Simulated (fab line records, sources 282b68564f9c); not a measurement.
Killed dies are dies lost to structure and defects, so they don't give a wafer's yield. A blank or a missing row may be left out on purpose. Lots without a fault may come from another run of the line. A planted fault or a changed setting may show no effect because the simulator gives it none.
fab line records | flow rit_cmos
record lots=5 wafers=15 last_day=6
route steps=202 shown NRETRO@55 PRETRO@64 GATE@75 M1@202
lots that met no fault: from a run of the same line without faults
start_h: hours from the record's first day to the start of the lot's first wafer shown | wait_h: hours since the lot's step before | " the same as in the row above | L1.1+2: a row that stands for several wafers | - no value, or no start given | * or withheld: withheld | < > ~ a bound
route shown NAME@n: a module of which the file shows steps, and the number in the route of the first | usual: mean/standard deviation of fault-free wafers | same: alike in all rows | chamber/n: place in a boat | sites: the reading at each site | _std_site: their standard deviation | _edge_site: outer sites' mean less inner sites' | radius_mm: how far each site lies from the wafer's centre | mask NAME#n: copy n | behind: the tool/chamber that last shaped the wafer | hold: why the lot was held/for how many hours/how that ended | device: the transistor (n, p or np) that didn't switch | end of line: the same wafers' tests at the end of the route | a step without rows: its recipe alone | killed: dies lost to structure and defects at the first sort, not the wafer's yield | map: a wafer's dies, x killed, . not, _ none there
set.NAME: the setting as run; set.NAME@STEP: as run at that earlier step | model.NAME: the simulator's own value behind a step, which no gauge read
lots at some steps of the route; a table a step, a row a wafer
services: from which hour (start_h, from the record's first day; less than 0 if before it) a tool's chamber was out of use, for how many hours, and why
## steps
# step RIT_NRETRO_SOFTBAKE_02
# recipe resist=NOVOLAK temp_c=90 time_s=60
# step RIT_NRETRO_EXPOSE_03
# recipe mask_id=M4 na=0.57 target_cd_nm=43900 dose_mj=250
# step RIT_NRETRO_PEB_04
# recipe resist=NOVOLAK temp_c=withheld time_s=withheld
# step RIT_NRETRO_DEVELOP_05
# recipe resist=NOVOLAK develop_time_s=68 dev_temp_c=23
# step RIT_NRETRO_OVL_MEAS_06
# usual NRETRO_OVL=0.3/1.3
# columns lot.wafer tool chamber start_h wait_h NRETRO_OVL[nm]
L104.2 overlay-01 - 59.22 - 0.9
L104.4 " - " " 0.1
L104.5 " - " " 0.0
L112.1 overlay-01 - 102.75 - 1.5
L112.5 " - " " 0.3
L112.6 " - " " 1.8
L113.2 overlay-01 - 109.18 - -0.9
L113.3 " - " " 0.3
L113.6 " - " " -1.6
L114.2 overlay-01 - 110.69 - 0.3
L114.3 " - " " -0.3
L114.4 " - " " 0.2
L115.1 overlay-01 - 120.14 - 1.1
L115.2 " - " " 2.0
L115.6 " - " " 1.1
# step RIT_NRETRO_HARDBAKE_07
# recipe resist=NOVOLAK temp_c=140 time_s=120
# step RIT_NRETRO_IMPLANT_08
# recipe species=P energy_kev=70 dose_cm2=9.782e+12 tilt_deg=7
# step RIT_NRETRO_STRIP_09
# recipe chemistry=O2 time_s=180 resist=NOVOLAK platen_temp_c=withheld power_w=500 pressure_mtorr=4000 o2_flow_sccm=4000
# usual drypump_motor_current_A=5.7/0.53
# columns lot.wafer tool chamber start_h wait_h drypump_motor_current_A rf_hours_counter_h
L104.2 plasma_asher-01 0 59.65 0.1 5.0 43
L104.4 " 1 " " 5.0 -
L104.5 " 1 " " 5.0 -
L112.1 plasma_asher-02 0 103.19 0.1 6.2 47
L112.5 " 0 " " 6.2 -
L112.6 " 1 " " 5.5 -
L113.2 plasma_asher-03 0 109.61 0.1 6.3 30
L113.3 " 0 " " 6.3 -
L113.6 " 1 " " 5.8 -
L114.2 plasma_asher-03 1 111.12 0.1 5.8 30
L114.3 " 1 " " 5.8 -
L114.4 " 0 " " 6.3 -
L115.1 plasma_asher-02 1 120.58 0.1 5.5 49
L115.2 " 0 " " 6.2 49
L115.6 " 1 " " 5.5 -
# step RIT_NRETRO_TW_MEAS_10
# usual NRETRO_TW=1045/4.2
# columns lot.wafer tool chamber start_h wait_h NRETRO_TW
L104.2 film_metro-02 - 59.83 0.1 1042
L104.4 " - " " 1041
L104.5 " - " " 1049
L112.1 film_metro-02 - 103.36 0.1 1045
L112.5 " - " " 1050
L112.6 " - " " 1049
L113.2 film_metro-02 - 109.80 0.1 1049
L113.3 " - " " 1044
L113.6 " - " " 1048
L114.2 film_metro-01 - 111.30 0.1 1045
L114.3 " - " " 1041
L114.4 " - " " 1040
L115.1 film_metro-03 - 120.76 0.1 1046
L115.2 " - " " 1045
L115.6 " - " " 1046
# step RIT_PRETRO_HMDS_00
# recipe prime_time_s=60 prime_temp_c=140
# step RIT_PRETRO_COAT_01
# recipe resist=NOVOLAK spin_rpm=2000 resist_thk_nm=1300
# step RIT_PRETRO_SOFTBAKE_02
# recipe resist=NOVOLAK temp_c=90 time_s=60
# step RIT_PRETRO_EXPOSE_03
# recipe mask_id=M5 na=0.57 target_cd_nm=43700 dose_mj=250
# usual reticle_temp_C=23.00/0.11
# columns lot.wafer tool chamber start_h wait_h mask reticle_temp_C
L104.2 iline_stepper-02 0 60.35 0.1 M4#0 22.82
L104.4 " 0 " " M4#0 22.79
L104.5 " 0 " " M4#0 22.90
L112.1 iline_stepper-02 0 103.87 0.1 M5#0 23.08
L112.5 " 0 " " M5#0 23.10
L112.6 " 0 " " M5#0 23.02
L113.2 iline_stepper-02 0 110.50 0.3 M5#0 22.78
L113.3 " 0 " " M5#0 23.05
L113.6 " 0 " " M5#0 23.00
L114.2 iline_stepper-02 0 111.86 0.2 M5#0 22.97
L114.3 " 0 " " M5#0 22.94
L114.4 " 0 " " M5#0 22.96
L115.1 iline_stepper-01 0 121.39 0.2 M5#0 23.20
L115.2 " 0 " " M5#0 22.91
L115.6 " 0 " " M5#0 22.98
# step RIT_PRETRO_PEB_04
# recipe resist=NOVOLAK temp_c=withheld time_s=withheld
# step RIT_PRETRO_DEVELOP_05
# recipe resist=NOVOLAK develop_time_s=68 dev_temp_c=23
# step RIT_PRETRO_OVL_MEAS_06
# usual PRETRO_OVL=0.2/1.3
# columns lot.wafer tool chamber start_h wait_h PRETRO_OVL[nm]
L104.2 overlay-01 - 60.77 - -
L104.4 " - " " -
L104.5 " - " " -
L112.1 overlay-02 - 104.30 - 0.9
L112.5 " - " " 0.6
L112.6 " - " " 0.1
L113.2 overlay-01 - 110.93 - 1.3
L113.3 " - " " -0.8
L113.6 " - " " 3.0
L114.2 overlay-01 - 112.28 - -0.6
L114.3 " - " " -1.3
L114.4 " - " " -1.2
L115.1 overlay-02 - 121.82 - -0.3
L115.2 " - " " -0.7
L115.6 " - " " -0.2
# step RIT_PRETRO_HARDBAKE_07
# recipe resist=NOVOLAK temp_c=140 time_s=120
# step RIT_PRETRO_IMPLANT_08
# recipe species=B energy_kev=45 dose_cm2=1.181e+13 tilt_deg=7
# step RIT_PRETRO_STRIP_09
# recipe chemistry=O2 time_s=180 resist=NOVOLAK platen_temp_c=withheld power_w=500 pressure_mtorr=4000 o2_flow_sccm=4000
# usual drypump_motor_current_A=5.6/0.45
# columns lot.wafer tool chamber start_h wait_h drypump_motor_current_A rf_hours_counter_h
L104.2 plasma_asher-01 0 61.20 0.1 4.9 43
L104.4 " 0 " " 4.9 -
L104.5 " 0 " " 4.9 -
L112.1 plasma_asher-01 1 104.74 0.1 5.0 48
L112.5 " 1 " " 5.0 -
L112.6 " 0 " " 4.9 -
L113.2 plasma_asher-04 1 111.37 0.1 6.0 45
L113.3 " 0 " " 5.4 -
L113.6 " 1 " " 6.0 -
L114.2 plasma_asher-02 0 112.84 0.1 6.2 49
L114.3 " 0 " " 6.2 -
L114.4 " 1 " " 5.5 -
L115.1 plasma_asher-04 1 122.26 0.1 5.9 47
L115.2 " 0 " " 5.4 47
L115.6 " 0 " " 5.4 -
# step RIT_PRETRO_TW_MEAS_10
# usual PRETRO_TW=474.5/2.4
# columns lot.wafer tool chamber start_h wait_h PRETRO_TW
L104.2 film_metro-04 - 61.38 0.1 30.0
L104.4 " - " " 30.3
L104.5 " - " " 29.9
L112.1 film_metro-04 - 104.91 0.1 474.2
L112.5 " - " " 475.8
L112.6 " - " " 471.7
L113.2 film_metro-04 - 111.55 0.1 474.3
L113.3 " - " " 474.0
L113.6 " - " " 474.6
L114.2 film_metro-02 - 113.02 0.1 471.7
L114.3 " - " " 473.4
L114.4 " - " " 473.8
L115.1 film_metro-02 - 122.44 0.1 473.3
L115.2 " - " " 473.5
L115.6 " - " " 473.8
# step RIT_GATE_WET_ETCH_00
# recipe chemistry=BOE target=SiO2 target_depth_nm=56 time_s=60 dry=n2_spin dilution=10:1 temp_c=21.5
# step RIT_M1_PROBE_99
# usual killed_at_contacts=0.0/0.18 killed_at_front_end=7/3.4 killed_dies=7/3.4 killed_on_rim=1.8/1.4 killed_open=3.4/2 killed_short=3.6/2.1
# same gross_dies=264 killed_at_M0_to_M3=0 killed_at_M4_up=0 killed_at_back_side=0 killed_at_other=0
# columns lot.wafer tool chamber start_h wait_h killed_at_contacts killed_at_front_end killed_dies killed_on_rim killed_open killed_short
L104.2 prober-02 - 91.84 0.1 0 264 264 70 3 2
L104.4 prober-02 - 91.94 0.2 0 264 264 70 6 3
L104.5 prober-02 - 91.99 0.2 1 263 264 70 2 3
L112.1 prober-01 - 135.38 0.1 0 3 3 1 2 1
L112.5 prober-01 - 135.58 0.2 0 6 6 0 4 2
L112.6 prober-01 - 135.63 0.2 0 8 8 0 4 4
L113.2 prober-02 - 137.74 0.1 0 6 6 1 2 4
L113.3 prober-02 - 137.79 0.2 0 4 4 1 3 1
L113.6 prober-02 - 137.94 0.2 0 13 13 6 6 7
L114.2 prober-01 - 142.15 0.1 0 1 1 1 1 0
L114.3 prober-01 - 142.20 0.2 0 10 10 4 6 4
L114.4 prober-01 - 142.25 0.2 0 3 3 0 3 0
L115.1 prober-02 - 151.24 0.1 0 4 4 1 4 0
L115.2 prober-02 - 151.29 0.1 0 5 5 2 4 1
L115.6 prober-02 - 151.49 0.2 0 10 10 0 4 6
# killed by level:class
L104.2 PRETRO:area_expose=259 GATE:geometric_particle:open=1 REOX:geometric_particle:short=1 SPACER:geometric_particle:open=1 SILICIDE:geometric_particle:open=1 SILICIDE:geometric_particle:short=1
L104.4 PRETRO:area_expose=255 REOX:geometric_particle:open=4 GATE:geometric_particle:short=1 GATE:geometric_particle:open=1 REOX:geometric_particle:short=1 SILICIDE:geometric_particle:short=1 SILICIDE:geometric_particle:open=1
L104.5 PRETRO:area_expose=259 GATE:geometric_particle:open=1 GATE:geometric_particle:short=1 SPACER:geometric_particle:short=1 SILICIDE:geometric_particle:short=1 CONTACT:geometric_particle:open=1
L112.1 GATE:geometric_particle:open=1 SPACER:geometric_particle:short=1 SILICIDE:geometric_particle:open=1
L112.5 FOX1:geometric_particle:open=2 SPACER:geometric_particle:short=2 SPACER:geometric_particle:open=1 SILICIDE:geometric_particle:open=1
L112.6 FOX1:geometric_particle:open=2 GATE:geometric_particle:short=2 FOX1:geometric_particle:short=1 GATE:geometric_particle:open=1 REOX:geometric_particle:short=1 REOX:geometric_particle:open=1
L113.2 GATE:geometric_particle:short=2 SPACER:geometric_particle:short=2 FOX2:geometric_particle:open=1 GATE:geometric_particle:open=1
L113.3 FOX1:geometric_particle:open=1 GATE:geometric_particle:open=1 REOX:geometric_particle:open=1 SILICIDE:geometric_particle:short=1
L113.6 FOX1:geometric_particle:short=4 GATE:geometric_particle:open=3 GATE:geometric_particle:short=2 FOX1:geometric_particle:open=1 REOX:geometric_particle:open=1 SPACER:geometric_particle:short=1 SPACER:geometric_particle:open=1
L114.2 FOX1:geometric_particle:open=1
L114.3 FOX1:geometric_particle:open=2 GATE:geometric_particle:short=2 GATE:geometric_particle:open=2 SILICIDE:geometric_particle:short=2 FOX2:geometric_particle:open=1 REOX:geometric_particle:open=1
L114.4 FOX1:geometric_particle:open=2 REOX:geometric_particle:open=1
L115.1 GATE:geometric_particle:open=2 REOX:geometric_particle:open=1 SPACER:geometric_particle:open=1
L115.2 FOX2:geometric_particle:open=2 FOX1:geometric_particle:open=1 GATE:geometric_particle:short=1 SILICIDE:geometric_particle:open=1
L115.6 FOX1:geometric_particle:open=2 FOX1:geometric_particle:short=2 FOX2:geometric_particle:short=2 FOX2:geometric_particle:open=1 GATE:geometric_particle:short=1 SPACER:geometric_particle:open=1 SILICIDE:geometric_particle:short=1
# map L104.2 (x killed, . not)
________xxxxxxx_______
_____xxxxxxxxxxxxx____
____xxxxxxxxxxxxxxx___
___xxxxxxxxxxxxxxxxx__
__xxxxxxxxxxxxxxxxxxx_
__xxxxxxxxxxxxxxxxxxx_
_xxxxxxxxxxxxxxxxxxxxx
_xxxxxxxxxxxxxxxxxxxxx
_xxxxxxxxxxxxxxxxxxxxx
_xxxxxxxxxxxxxxxxxxxxx
__xxxxxxxxxxxxxxxxxxx_
__xxxxxxxxxxxxxxxxxxx_
___xxxxxxxxxxxxxxxxx__
____xxxxxxxxxxxxxxx___
_____xxxxxxxxxxxxx____
________xxxxxxx_______
# map L114.3 (x killed, . not)
________......._______
_____...........x.____
____...............___
___......x.........x__
__....xx............._
__....x.............._
_.....................
_..............x......
_.....................
_.....................
__..................._
__..................._
___...............x.__
____......x........___
_____...x.........____
________......._______
## services
# columns tool chamber start_h hours kind
iline_stepper-02 - 38.69 1.7 pm
plasma_asher-01 - 40.16 3.9 repair
plasma_asher-04 - 46.52 3.4 repair
plasma_asher-02 - 52.80 3.8 repair
plasma_asher-04 - 59.29 5.9 repair
plasma_asher-04 - 68.83 0.6 repair
iline_stepper-01 - 75.68 17.6 repair
iline_stepper-02 - 87.65 1.0 repair
iline_stepper-01 - 99.59 12.5 repair
plasma_asher-03 - 101.48 7.2 repair
plasma_asher-01 - 108.75 9.0 pm
plasma_asher-01 0 108.75 9.0 vent_cycle
plasma_asher-01 1 108.75 9.0 vent_cycle
plasma_asher-01 0 117.75 - clean
plasma_asher-01 1 117.75 - clean
## key
first_sign step=RIT_PRETRO_EXPOSE_03 reading=mask direction=changed
effect step=RIT_PRETRO_OVL_MEAS_06 reading=PRETRO_OVL direction=missing
effect step=RIT_PRETRO_TW_MEAS_10 reading=PRETRO_TW direction=down sigmas=99+ usual=474.5 struck=30.1
effect step=RIT_M1_PROBE_99 reading=killed_dies direction=up sigmas=76 usual=7 struck=264
more_kills_born_at RIT_PRETRO_EXPOSE_03@iline_stepper-02=773
met_at RIT_PRETRO_EXPOSE_03
struck_wafers L104.2,L104.4,L104.5
tester_left_out L104
fault kind=wrong_mask tool=any chamber=- onset_h=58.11 steps=RIT_PRETRO_EXPOSE_03 aux_copy=M4#0 scope=struck_lots_only
# tester_left_out: of these lots the tester's yield and bins aren't shown, on N5 and GAA mostly nor the transistor test; their killed dies are dies lost to structure and defects alone, not to doping, threshold or leakage, so they don't give the yield
